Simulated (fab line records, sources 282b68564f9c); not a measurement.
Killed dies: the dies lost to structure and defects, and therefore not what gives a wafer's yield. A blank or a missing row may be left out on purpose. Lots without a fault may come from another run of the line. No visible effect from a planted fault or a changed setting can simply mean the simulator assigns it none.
The tool behind it: which one? | flow rit cmos | 14 lots with 42 wafers sampled at 4 steps, on a route of 202 steps

## WHAT EACH GAUGE READ, for each wafer
RIT_WELLDRIVE_RS_MEAS_02: measurement is done with a four-point probe.
lot  | measured    | on            | PWELL_RS (ohm/sq)
L350 | day 2 08:48 | film metro-02 | 431.8 429.8 430.8
L351 | day 2 15:56 | film metro-04 | 430.5 429.1 431.8
L352 | day 2 21:13 | film metro-02 | 431.5 431.5 431.6
L353 | day 3 01:32 | film metro-04 | 428.6 426.2 428.2
L354 | day 3 05:32 | film metro-04 | 430.8 429.8 430.4
L355 | day 3 09:50 | film metro-04 | 430.1 430.0 429.7
L356 | day 3 15:53 | film metro-02 | 430.8 431.2 431.2
L358 | day 4 02:02 | film metro-03 | 427.5 428.6 428.7
L359 | day 4 06:00 | film metro-03 | 429.5 431.2 431.2
L362 | day 5 00:09 | film metro-02 | 430.3 430.6 431.1
L363 | day 5 04:47 | film metro-04 | 431.0 429.6 431.8
L364 | day 5 07:36 | film metro-03 | 426.2 427.2 426.4
L371 | day 6 17:45 | film metro-02 | 430.0 429.5 429.2
L372 | day 7 00:13 | film metro-02 | 430.3 430.7 429.3

RIT_SDANNEAL_RS_MEAS_06: measurement is done with a four-point probe.
lot  | measured    | on            | PLDD_RS (ohm/sq)
L350 | day 3 07:46 | film metro-04 | 178.2 178.9 177.9
L351 | day 3 13:07 | film metro-04 | 178.2 178.3 178.2
L352 | day 3 17:54 | film metro-02 | 179.6 179.1 179.4
L353 | day 3 22:27 | film metro-04 | 177.7 178.6 177.7
L354 | day 4 02:54 | film metro-02 | 179.5 179.1 179.1
L355 | day 4 07:34 | film metro-02 | 179.3 179.7 179.3
L356 | day 4 14:13 | film metro-01 | 178.2 177.8 178.5
L358 | day 5 03:51 | film metro-01 | 178.5 178.0 178.2
L359 | day 5 04:22 | film metro-04 | 177.7 178.3 178.4
L362 | day 6 02:32 | film metro-01 | 178.4 178.4 178.3
L363 | day 6 01:55 | film metro-01 | 177.6 177.9 178.2
L364 | day 6 05:31 | film metro-01 | 178.0 178.5 178.5
L371 | day 7 15:28 | film metro-04 | 179.1 179.1 179.0
L372 | day 7 21:17 | film metro-04 | 179.2 178.8 179.1

## TOOL THAT RAN EACH LOT (tool first, then ch and the chambers of the sampled wafers, then the start)
lot  | RIT_PRETRO_PEB_04                | RIT_PRETRO_STRIP_09
L350 | litho track-01 ch 0, day 2 11:02 | plasma asher-04 ch 0,1, day 2 11:47
L351 | litho track-02 ch 0, day 2 18:13 | plasma asher-02 ch 0,1, day 2 18:58
L352 | litho track-01 ch 0, day 2 23:28 | plasma asher-01 ch 0,1, day 3 00:12
L353 | litho track-01 ch 0, day 3 03:55 | plasma asher-01 ch 0,1, day 3 04:38
L354 | litho track-02 ch 0, day 3 08:07 | plasma asher-02 ch 0,1, day 3 08:52
L355 | litho track-01 ch 0, day 3 12:12 | plasma asher-04 ch 0,1, day 3 12:56
L356 | litho track-04 ch 0, day 3 18:16 | plasma asher-01 ch 0,1, day 3 18:59
L358 | litho track-02 ch 0, day 4 04:23 | plasma asher-01 ch 0,1, day 4 05:11
L359 | litho track-04 ch 0, day 4 08:14 | plasma asher-04 ch 0,1, day 4 08:59
L362 | litho track-04 ch 0, day 5 02:31 | plasma asher-04 ch 0,1, day 5 03:14
L363 | litho track-04 ch 0, day 5 07:10 | plasma asher-01 ch 0,1, day 5 07:54
L364 | litho track-02 ch 0, day 5 10:15 | plasma asher-01 ch 0,1, day 5 11:00
L371 | litho track-02, day 6 20:15      | plasma asher-02 ch 0,1, day 6 21:00
L372 | litho track-01, day 7 02:35      | plasma asher-01 ch 0,1, day 7 03:19
- RIT_PRETRO_PEB_04
- RIT_PRETRO_STRIP_09: strips in O2, time 180 s.

## AS READ BY THE TOOLS THEMSELVES (means over the sampled wafers that have a number; for cases with no such wafer, the mark the record gives instead)
RIT_PRETRO_PEB_04.
lot  | tool           | exhaust pa (Pa)
L350 | litho track-01 | 46.3
L351 | litho track-02 | 44.0
L352 | litho track-01 | 45.0
L353 | litho track-01 | 44.5
L354 | litho track-02 | 45.1
L355 | litho track-01 | 45.6
L356 | litho track-04 | 44.8
L358 | litho track-02 | 45.0
L359 | litho track-04 | 43.9
L362 | litho track-04 | 43.9
L363 | litho track-04 | 45.2
L364 | litho track-02 | 44.5
L371 | litho track-02 | -
L372 | litho track-01 | -

RIT_PRETRO_STRIP_09.
lot  | tool            | chamber pressure mTorr (mTorr) | drypump motor current A (A) | o2 flow sccm (sccm)
L350 | plasma asher-04 | 4000                           | 5.5                         | 4007
L351 | plasma asher-02 | 4001                           | 5.4                         | 3978
L352 | plasma asher-01 | 4002                           | 5.4                         | 3997
L353 | plasma asher-01 | 4000                           | 5.4                         | 4006
L354 | plasma asher-02 | 4002                           | 5.4                         | 4002
L355 | plasma asher-04 | 4001                           | 5.7                         | 4008
L356 | plasma asher-01 | 4000                           | 5.4                         | 4004
L358 | plasma asher-01 | 3998                           | 5.4                         | 3996
L359 | plasma asher-04 | 3998                           | 5.7                         | 4013
L362 | plasma asher-04 | 4001                           | 5.7                         | 4001
L363 | plasma asher-01 | 4001                           | 5.4                         | 4013
L364 | plasma asher-01 | 4000                           | 5.4                         | 4005
L371 | plasma asher-02 | 4000                           | 5.0                         | 3988
L372 | plasma asher-01 | 4001                           | 5.4                         | 3997

## THE ANSWER, worked out from the rows above alone
Rule: usual is defined by the lots themselves. Put in order of their means at a reading, lots are off if they are a third of the lots or fewer, leave a main group of 4 or more, and stand apart from it by a gap of 3 or more times the standard deviation of the main group's means; of several such gaps the widest counts. A main group is skipped when, at the precision printed for the reading in the tables above, its means are all equal. Also off: a lot with no number at a reading for which 4 or more lots have one. The other lots that the step has rows for count as sound. The gauges are gone through in route order, then the tools' own readings, and for those a lot's mean is taken as printed above. At the first step where some lot is off, the reading lying furthest off is the one used; lots without a number count as furthest.
Off at RIT_PRETRO_PEB_04 (exhaust pa): L371, L372. Without a number there: L371, L372. Main group: mean 44.8 Pa, sd 0.69.
A tool fits if, at that step or a process step before it, it ran every lot that is off, and no sound lot after the first of them. None of those tried fits.

## WHAT THE SIMULATOR HAD PUT IN
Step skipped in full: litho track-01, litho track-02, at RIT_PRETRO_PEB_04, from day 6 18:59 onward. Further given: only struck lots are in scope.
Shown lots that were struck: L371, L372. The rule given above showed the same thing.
